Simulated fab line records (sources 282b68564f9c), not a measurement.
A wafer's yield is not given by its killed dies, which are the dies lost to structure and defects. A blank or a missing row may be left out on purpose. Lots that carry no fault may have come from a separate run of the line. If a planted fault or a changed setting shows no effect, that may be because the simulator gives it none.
What tool caused it?    flow rit-cmos    15 lots, 45 wafers sampled, at 3 steps of a route of 202

## WHAT THE GAUGES SHOWED, per wafer
RIT_WELLDRIVE_RS_MEAS_01: measures by four-point-probe.
lot   measured     on             NWELL_RS (ohm/sq)
L533  day 2 05:49  film-metro-04  275.1 275.3 275.9
L534  day 2 09:27  film-metro-01  275.9 275.4 274.8
L535  day 2 16:31  film-metro-02  274.8 274.0 274.4
L536  day 2 21:01  film-metro-02  273.7 274.4 273.7
L537  day 3 01:41  film-metro-02  274.8 274.6 274.7
L538  day 3 06:03  film-metro-02  297.3 301.5 299.7
L539  day 3 14:25  film-metro-02  292.9 289.1 282.5
L540  day 3 21:28  film-metro-01  280.3 289.5 291.6
L547  day 5 09:52  film-metro-02  276.1 276.5 275.8
L549  day 5 19:33  film-metro-04  274.7 275.4 274.9
L550  day 5 19:32  film-metro-02  276.5 276.2 276.2
L552  day 6 08:55  film-metro-02  275.7 276.5 276.5
L553  day 6 11:18  film-metro-01  275.3 274.8 275.1
L554  day 6 16:20  film-metro-01  275.8 275.1 273.9
L555  day 6 22:10  film-metro-02  275.6 274.5 274.9

RIT_WELLDRIVE_RS_MEAS_02: measures by four-point-probe.
lot   measured      on             PWELL_RS (ohm/sq)
L533  day 2 05:56   film-metro-04  432.5 431.2 431.6
L534  day 2 09:34   film-metro-01  428.0 428.7 427.0
L535  day 2 16:38   film-metro-02  429.5 428.5 430.1
L536  day 2 21:08   film-metro-02  429.7 429.6 430.1
L537  day 3 01:48   film-metro-02  428.1 429.1 427.5
L538  day 3 06:10   film-metro-02  450.1 453.2 452.0
L539  day 3 14:32   film-metro-02  446.7 442.5 436.7
L540  day 3 21:35   film-metro-01  433.8 444.1 447.2
L547  day 5 09:59   film-metro-02  427.5 427.6 427.1
L549  day 5 19:40   film-metro-04  429.8 429.3 430.3
L550  day 5 19:39   film-metro-02  429.1 428.6 429.1
L552  day 6 09:02   film-metro-02  430.0 430.6 428.8
L553  day 6 11:25   film-metro-01  429.9 429.7 430.6
L554  day 6 16:28   film-metro-01  429.0 429.4 430.5
L555  day 18 09:04  film-metro-02  428.1 426.9 427.9

## EACH LOT AND THE TOOL THAT RAN IT (in order: tool; ch and the chambers of the sampled wafers; start)
lot   RIT_WELLDRIVE_ANNEAL_00
L533  furnace-04 ch 0, day 2 00:44
L534  furnace-03 ch 0, day 2 04:22
L535  furnace-04 ch 0, day 2 11:25
L536  furnace-01 ch 0, day 2 15:56
L537  furnace-03 ch 0, day 2 20:36
L538  furnace-01 ch 0, day 3 00:58
L539  furnace-01 ch 0, day 3 09:20
L540  furnace-01 ch 0, day 3 16:21
L547  furnace-04 ch 0, day 5 04:46
L549  furnace-03 ch 0, day 5 14:27
L550  furnace-03 ch 0, day 5 14:27
L552  furnace-04 ch 0, day 6 03:50
L553  furnace-03 ch 0, day 6 06:09
L554  furnace-03 ch 0, day 6 11:14
L555  furnace-01 ch 0, day 6 17:03
- RIT_WELLDRIVE_ANNEAL_00: time 14700 s.

## WHAT THE TOOLS THEMSELVES READ (means of the sampled wafers that have a number; where no wafer has one, the mark that the record gives instead)
RIT_WELLDRIVE_ANNEAL_00.
lot   tool        spike-tc-centre-C (C)  tube_center_temp_C_max  zone-power-centre-pct (%)
L533  furnace-04  1102.6                 1102.7                  58.4
L534  furnace-03  1102.0                 1103.2                  53.9
L535  furnace-04  1101.7                 1102.7                  58.0
L536  furnace-01  1103.7                 1103.0                  52.5
L537  furnace-03  1103.3                 1104.0                  53.6
L538  furnace-01  1068.4                 1102.8                  34.5
L539  furnace-01  1068.6                 1102.8                  34.3
L540  furnace-01  1068.8                 1102.7                  34.4
L547  furnace-04  1102.0                 1102.8                  58.1
L549  furnace-03  1102.2                 1102.5                  53.5
L550  furnace-03  1102.0                 1102.8                  53.6
L552  furnace-04  1101.4                 1102.6                  57.8
L553  furnace-03  1102.4                 1102.7                  53.3
L554  furnace-03  1103.4                 1102.8                  53.3
L555  furnace-01  1103.9                 1103.3                  52.9

## THE ANSWER, worked out from the rows above alone
Rule: usual is defined by the lots themselves. The widest of any qualifying gaps counts: lots, ordered by their means at a reading, are off when they make up no more than a third of the lots, leave a main group of 4 or more, and stand apart from it by 3 or more times the standard deviation of that group's means. A main group is skipped when, at the precision printed for the reading in the tables above, its means are all equal. Also off: a lot with no number at a reading for which 4 or more lots have one. Where the step has rows for the other lots, those lots are counted as sound. The gauges are gone through in route order, then the tools' own readings, and for those a lot's mean is taken as printed above. The first step at which some lot is off is used, and at that step the reading that is off furthest; a lot without a number counts as furthest.
Off: L538, L539, L540, at RIT_WELLDRIVE_RS_MEAS_01 (NWELL_RS). For the main group the mean is 275.2 ohm/sq and the standard deviation 0.7.
If a tool, at a process step before that reading, ran all the lots that are off and no sound lot after the first of them, it fits. Not tried: the gauges at RIT_WELLDRIVE_RS_MEAS_01; whatever is off there is also off at RIT_WELLDRIVE_ANNEAL_00, on other tools, and gauge error can't account for it. Of those tried, none fits.

## WHAT THE SIMULATOR HAD INSERTED
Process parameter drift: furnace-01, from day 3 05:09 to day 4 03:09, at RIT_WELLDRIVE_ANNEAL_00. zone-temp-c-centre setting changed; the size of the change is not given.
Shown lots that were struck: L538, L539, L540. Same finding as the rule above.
